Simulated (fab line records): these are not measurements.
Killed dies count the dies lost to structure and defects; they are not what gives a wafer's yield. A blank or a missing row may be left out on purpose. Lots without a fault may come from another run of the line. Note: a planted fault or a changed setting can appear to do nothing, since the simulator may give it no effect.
Which tool did it? + flow rit_cmos + Sampling: 15 lots, 45 wafers, 4 of 202 route steps

## WHAT THE GAUGES SHOWED, per wafer
RIT_ACTIVE_BOW_MEAS_00. Usual: for INCOMING_BOW the level is 0 um and the standard deviation is 6.7.
| lot  | measured    | on            | INCOMING_BOW (um) | flag |
|------|-------------|---------------|-------------------|------|
| L136 | day 1 10:04 | film_metro-02 | -12 -8 -11        |      |
| L138 | day 1 20:00 | film_metro-03 | 3 -9 10           |      |
| L139 | day 2 01:01 | film_metro-04 | -3 4 -1           |      |
| L140 | day 2 06:01 | film_metro-04 | -7 13 -3          |      |
| L141 | day 2 11:00 | film_metro-02 | -8 4 1            |      |
| L142 | day 2 16:00 | film_metro-04 | -4 2 -5           |      |
| L144 | day 3 02:00 | film_metro-04 | -4 -11 1          |      |
| L147 | day 3 17:00 | film_metro-04 | -8 0 8            |      |
| L149 | day 4 03:01 | film_metro-03 | 2 7 -1            |      |
| L150 | day 4 08:00 | film_metro-02 | -9 2 3            |      |
| L152 | day 4 18:00 | film_metro-04 | 5 -9 8            |      |
| L154 | day 5 04:01 | film_metro-02 | -4 2 -7           |      |
| L155 | day 5 09:00 | film_metro-04 | -5 -8 9           |      |
| L157 | day 5 19:00 | film_metro-03 | -3 10 12          |      |
| L159 | day 6 05:01 | film_metro-03 | 11 -2 -8          |      |

RIT_ACTIVE_CD_MEAS_11: the cd target is 1400 nm. Usual: cd_nm at 1400.1 nm, with a standard deviation of 2.6.
| lot  | measured    | on        | cd_nm (nm)           | flag |
|------|-------------|-----------|----------------------|------|
| L136 | day 1 14:43 | cd_sem-02 | 1398.2 1400.5 1397.8 |      |
| L138 | day 2 03:22 | cd_sem-01 | 1398.7 1400.6 1398.5 |      |
| L139 | day 2 05:59 | cd_sem-01 | 1398.1 1398.6 1398.5 |      |
| L140 | day 2 11:36 | cd_sem-02 | 1400.8 1401.1 1400.4 |      |
| L141 | day 2 18:43 | cd_sem-01 | 1395.7 1392.5 1394.7 |      |
| L142 | day 2 21:40 | cd_sem-01 | 1397.4 1399.0 1399.2 |      |
| L144 | day 3 08:26 | cd_sem-01 | 1396.2 1397.5 1399.8 |      |
| L147 | day 3 22:40 | cd_sem-02 | 1401.9 1401.8 1402.0 |      |
| L149 | day 4 09:13 | cd_sem-02 | 1401.0 1404.4 1403.5 |      |
| L150 | day 4 15:15 | cd_sem-01 | 1398.7 1399.0 1397.1 |      |
| L152 | day 4 23:25 | cd_sem-02 | 1400.4 1398.5 1399.1 |      |
| L154 | day 5 09:01 | cd_sem-02 | 1404.9 1403.7 1405.2 |      |
| L155 | day 5 14:41 | cd_sem-01 | 1397.7 1399.1 1399.7 |      |
| L157 | day 6 00:09 | cd_sem-02 | 1399.4 1399.6 1397.7 |      |
| L159 | day 6 11:28 | cd_sem-02 | 1396.6 1395.9 1396.1 |      |

RIT_NWELL_OVL_MEAS_06. Usual: for NWELL_OVL the level is 0.6 nm and the standard deviation is 1.5.
| lot  | measured    | on         | NWELL_OVL (nm) | flag |
|------|-------------|------------|----------------|------|
| L136 | day 2 01:56 | overlay-01 | 0.3 -1.7 0.3   |      |
| L138 | day 2 09:12 | overlay-02 | -1.4 -1.5 -1.9 |      |
| L139 | day 2 20:08 | overlay-01 | 0.3 2.1 2.5    |      |
| L140 | day 2 20:02 | overlay-02 | 1.9 1.4 0.3    |      |
| L141 | day 3 00:32 | overlay-01 | -0.6 -1.4 2.5  |      |
| L142 | day 3 06:28 | overlay-02 | 4.6 2.6 2.5    |      |
| L144 | day 3 14:29 | overlay-01 | 1.6 0.9 -0.1   |      |
| L147 | day 4 09:04 | overlay-01 | 0.1 0.2 0.8    |      |
| L149 | day 4 19:14 | overlay-02 | 0.5 -3.1 1.0   |      |
| L150 | day 4 22:32 | overlay-02 | -4.4 -2.9 -1.6 |      |
| L152 | day 5 07:07 | overlay-01 | 1.0 2.2 -0.7   |      |
| L154 | day 5 17:50 | overlay-01 | 1.1 -0.6 -1.6  |      |
| L155 | day 5 22:41 | overlay-02 | 1.7 0.5 1.3    |      |
| L157 | day 6 08:19 | overlay-02 | 2.7 1.2 2.7    |      |
| L159 | day 6 20:29 | overlay-01 | 1.0 -1.3 -0.4  |      |

## WHAT TOOL EACH LOT RAN ON (gives the tool, then ch and the chambers of the sampled wafers, and finally the start)
| lot  | RIT_ACTIVE_COAT_06               |
|------|----------------------------------|
| L136 | litho_track-01 ch 0, day 1 13:54 |
| L138 | litho_track-04 ch 0, day 2 02:40 |
| L139 | litho_track-01 ch 0, day 2 05:18 |
| L140 | litho_track-01 ch 0, day 2 10:54 |
| L141 | litho_track-01 ch 0, day 2 17:54 |
| L142 | litho_track-01 ch 0, day 2 20:54 |
| L144 | litho_track-01 ch 0, day 3 07:37 |
| L147 | litho_track-04 ch 0, day 3 21:58 |
| L149 | litho_track-04 ch 0, day 4 07:53 |
| L150 | litho_track-03 ch 0, day 4 14:26 |
| L152 | litho_track-03 ch 0, day 4 22:43 |
| L154 | litho_track-04 ch 0, day 5 08:19 |
| L155 | litho_track-03 ch 0, day 5 13:59 |
| L157 | litho_track-04 ch 0, day 5 23:27 |
| L159 | litho_track-03 ch 0, day 6 10:38 |
- RIT_ACTIVE_COAT_06: resist thk 1000 nm.

## WHAT THE TOOLS THEMSELVES READ (means of the sampled wafers that have a number; where no wafer has one, the mark that the record gives instead)
RIT_ACTIVE_COAT_06. Usual: spin_speed_rpm at 3250.2 rpm, with a standard deviation of 2.2.
| lot  | tool           | spin_speed_rpm (rpm) | flag |
|------|----------------|----------------------|------|
| L136 | litho_track-01 | 3246.9               |      |
| L138 | litho_track-04 | 3251.0               |      |
| L139 | litho_track-01 | 3250.8               |      |
| L140 | litho_track-01 | 3249.4               |      |
| L141 | litho_track-01 | 3474.5               | OFF  |
| L142 | litho_track-01 | 3471.7               | OFF  |
| L144 | litho_track-01 | 3472.9               | OFF  |
| L147 | litho_track-04 | 3249.4               |      |
| L149 | litho_track-04 | 3251.3               |      |
| L150 | litho_track-03 | 3247.1               |      |
| L152 | litho_track-03 | 3252.3               |      |
| L154 | litho_track-04 | 3248.5               |      |
| L155 | litho_track-03 | 3247.4               |      |
| L157 | litho_track-04 | 3248.3               |      |
| L159 | litho_track-03 | 3248.6               |      |

## THE ANSWER, worked out from the rows above alone
Rule: a lot is off if the mean of its wafers that have a number lies more than 3 standard deviations from the usual mean. Also off: a lot with no number at a reading for which 4 or more lots have one. The other lots that the step has rows for count as sound. First the gauges in route order, then the tools' own readings, where a lot's mean is used as printed above. The first step at which some lot is off is used, and at that step the reading that is off furthest; a lot without a number counts as furthest.
Off: L141, L142, L144, at RIT_ACTIVE_COAT_06 (spin_speed_rpm).
If a tool, at that step or one of the process steps before it, ran each lot that is off and ran no sound lot following the first of them, it fits. One fits: litho_track-01 at RIT_ACTIVE_COAT_06. Its last sound lot is L140 (day 2 10:54), its first lot that is off L141 (day 2 17:54): a fault that began between those two fits.
On the lots that are off, the tool's own readings at RIT_ACTIVE_COAT_06 differ by more than 5 times the standard deviation of the sound lots' means, which bears it out; spin_speed_rpm reads 3473.0 rpm there versus 3249.2 rpm on the sound lots.

## WHAT HAD BEEN PUT IN BY THE SIMULATOR
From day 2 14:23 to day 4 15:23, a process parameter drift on litho_track-01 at RIT_ACTIVE_COAT_06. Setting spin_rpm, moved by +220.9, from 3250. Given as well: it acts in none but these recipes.
Shown lots that were struck: L141, L142, L144. The rule above found the same.
